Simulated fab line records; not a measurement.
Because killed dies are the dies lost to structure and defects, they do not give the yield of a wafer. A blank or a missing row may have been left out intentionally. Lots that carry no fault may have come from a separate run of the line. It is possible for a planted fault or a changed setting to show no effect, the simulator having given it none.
Lot-split experiment || flow ritCmos || on a route of 202 steps: 5 lots, 23 wafers read

## THE SPLIT
At RIT_CONTACT_EXPOSE_05 (exposes mask M11, target cd 1000 nm), the setting doseMj was moved away from the recipe's 250 on 7 of the 23 wafers read, by -4.9% to +6.1%. This setting was run at the recipe's value on the other wafers.

## FROM THE SPLIT TO THE READING: what the file shows between them, 6 steps
- RIT_CONTACT_PEB_06
- RIT_CONTACT_DEVELOP_07: develop time 120 s
- RIT_CONTACT_CD_MEAS_08: target cd 1000 nm
- RIT_CONTACT_HARDBAKE_10: time 60 s
- RIT_CONTACT_ETCH_11: etches SiO2 in CHF3/CF4/Ar, stops on TiSi2, target depth 480 nm, time 320 s
- RIT_CONTACT_STRIP_12: strips in O2, time 180 s

## THE READING
Shown in nm: cdNm at RIT_CONTACT_CD_MEAS_90, with target cd 1000 nm. Fault-free wafers of this fab line usually give 1000.3 nm, standard deviation 1.9 nm.

{"wafer": "L078.1", "tool, chamber at the split": "ilineStepper-02, 0", "doseMj as run": 250, "against the recipe": "recipe", "cdNm, nm": 1000.6, "against lot-mates on the recipe": "-"}
{"wafer": "L078.2", "tool, chamber at the split": "ilineStepper-02, 0", "doseMj as run": 250, "against the recipe": "recipe", "cdNm, nm": 1002.6, "against lot-mates on the recipe": "-"}
{"wafer": "L078.5", "tool, chamber at the split": "ilineStepper-02, 0", "doseMj as run": 250, "against the recipe": "recipe", "cdNm, nm": 1001.5, "against lot-mates on the recipe": "-"}
{"wafer": "L079.1", "tool, chamber at the split": "ilineStepper-02, 0", "doseMj as run": 250, "against the recipe": "recipe", "cdNm, nm": 1001.4, "against lot-mates on the recipe": "-"}
{"wafer": "L079.2", "tool, chamber at the split": "ilineStepper-02, 0", "doseMj as run": 250, "against the recipe": "recipe", "cdNm, nm": 1002.5, "against lot-mates on the recipe": "-"}
{"wafer": "L079.3", "tool, chamber at the split": "ilineStepper-02, 0", "doseMj as run": 265.2, "against the recipe": "+6.1%", "cdNm, nm": 1018.4, "against lot-mates on the recipe": "+16.4"}
{"wafer": "L079.5", "tool, chamber at the split": "ilineStepper-02, 0", "doseMj as run": 265.2, "against the recipe": "+6.1%", "cdNm, nm": 1018.0, "against lot-mates on the recipe": "+16.0"}
{"wafer": "L079.6", "tool, chamber at the split": "ilineStepper-02, 0", "doseMj as run": 265.2, "against the recipe": "+6.1%", "cdNm, nm": 1019.1, "against lot-mates on the recipe": "+17.1"}
{"wafer": "L080.1", "tool, chamber at the split": "ilineStepper-01, 0", "doseMj as run": 250, "against the recipe": "recipe", "cdNm, nm": 997.5, "against lot-mates on the recipe": "-"}
{"wafer": "L080.2", "tool, chamber at the split": "ilineStepper-01, 0", "doseMj as run": 237.8, "against the recipe": "-4.9%", "cdNm, nm": 983.5, "against lot-mates on the recipe": -14.4}
{"wafer": "L080.3", "tool, chamber at the split": "ilineStepper-01, 0", "doseMj as run": 250, "against the recipe": "recipe", "cdNm, nm": 999.2, "against lot-mates on the recipe": "-"}
{"wafer": "L080.4", "tool, chamber at the split": "ilineStepper-01, 0", "doseMj as run": 250, "against the recipe": "recipe", "cdNm, nm": 996.9, "against lot-mates on the recipe": "-"}
{"wafer": "L080.5", "tool, chamber at the split": "ilineStepper-01, 0", "doseMj as run": 237.8, "against the recipe": "-4.9%", "cdNm, nm": 984.8, "against lot-mates on the recipe": -13.1}
{"wafer": "L084.1", "tool, chamber at the split": "ilineStepper-02, 0", "doseMj as run": 260.6, "against the recipe": "+4.2%", "cdNm, nm": 1015.0, "against lot-mates on the recipe": "+12.7"}
{"wafer": "L084.2", "tool, chamber at the split": "ilineStepper-02, 0", "doseMj as run": 250, "against the recipe": "recipe", "cdNm, nm": 1002.3, "against lot-mates on the recipe": "-"}
{"wafer": "L084.3", "tool, chamber at the split": "ilineStepper-02, 0", "doseMj as run": 250, "against the recipe": "recipe", "cdNm, nm": 1002.3, "against lot-mates on the recipe": "-"}
{"wafer": "L084.5", "tool, chamber at the split": "ilineStepper-02, 0", "doseMj as run": 250, "against the recipe": "recipe", "cdNm, nm": 1002.3, "against lot-mates on the recipe": "-"}
{"wafer": "L084.6", "tool, chamber at the split": "ilineStepper-02, 0", "doseMj as run": 260.6, "against the recipe": "+4.2%", "cdNm, nm": 1012.3, "against lot-mates on the recipe": "+10.0"}
{"wafer": "L085.2", "tool, chamber at the split": "ilineStepper-01, 0", "doseMj as run": 250, "against the recipe": "recipe", "cdNm, nm": 997.4, "against lot-mates on the recipe": "-"}
{"wafer": "L085.3", "tool, chamber at the split": "ilineStepper-01, 0", "doseMj as run": 250, "against the recipe": "recipe", "cdNm, nm": 997.3, "against lot-mates on the recipe": "-"}
{"wafer": "L085.4", "tool, chamber at the split": "ilineStepper-01, 0", "doseMj as run": 250, "against the recipe": "recipe", "cdNm, nm": 996.0, "against lot-mates on the recipe": "-"}
{"wafer": "L085.5", "tool, chamber at the split": "ilineStepper-01, 0", "doseMj as run": 250, "against the recipe": "recipe", "cdNm, nm": 997.4, "against lot-mates on the recipe": "-"}
{"wafer": "L085.6", "tool, chamber at the split": "ilineStepper-01, 0", "doseMj as run": 250, "against the recipe": "recipe", "cdNm, nm": 998.8, "against lot-mates on the recipe": "-"}

FIT RESULTS
A straight line over all 23 wafers: cdNm changes by +3.15 nm for each +1% of doseMj; r = +0.98; the points scatter about the line by 2.1 nm.
The same after taking each lot's own level away (the mean of its wafers on the recipe; 23 wafers): +2.74 nm for each +1%; r = +0.99; scatter 0.84 nm.
On that fit, the largest move of doseMj shifts the reading by 17 nm.
Measured against the standard deviation above, the lots' own levels, which go from 997.38 to 1002.30 nm, span 2.6 times it.
Hence the slope depends on the lot-to-lot level, as the two fits are not the same.
Check: with one of the wafers moved furthest among these (+6.1%) left out of the fit, the line predicts +16.6 nm for it against its lot-mates. It came out at +16.4 nm against them.

## THE WHOLE CHAIN: every reading that the file lists as answering this split, in the file's order
{"step": "RIT_CONTACT_CD_MEAS_08", "what it does": "target cd 1000 nm", "reading": "cdNm", "change (the file's fit)": "+2.78 nm for each +1% of the setting", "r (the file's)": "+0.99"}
{"step": "RIT_CONTACT_ETCH_11", "what it does": "etches SiO2 in CHF3/CF4/Ar, stops on TiSi2, target depth 480 nm, time 320 s", "reading": "CONTACT.cdNm (the simulator's own value, which no gauge read)", "change (the file's fit)": "+2.76 nm for each +1% of the setting", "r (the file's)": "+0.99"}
{"step": "RIT_CONTACT_CD_MEAS_90", "what it does": "target cd 1000 nm", "reading": "cdNm", "change (the file's fit)": "+2.74 nm for each +1% of the setting", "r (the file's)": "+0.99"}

## THE FILE'S OWN FIT
cdNm changes by +2.74 nm for each +1% of doseMj, r = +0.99.
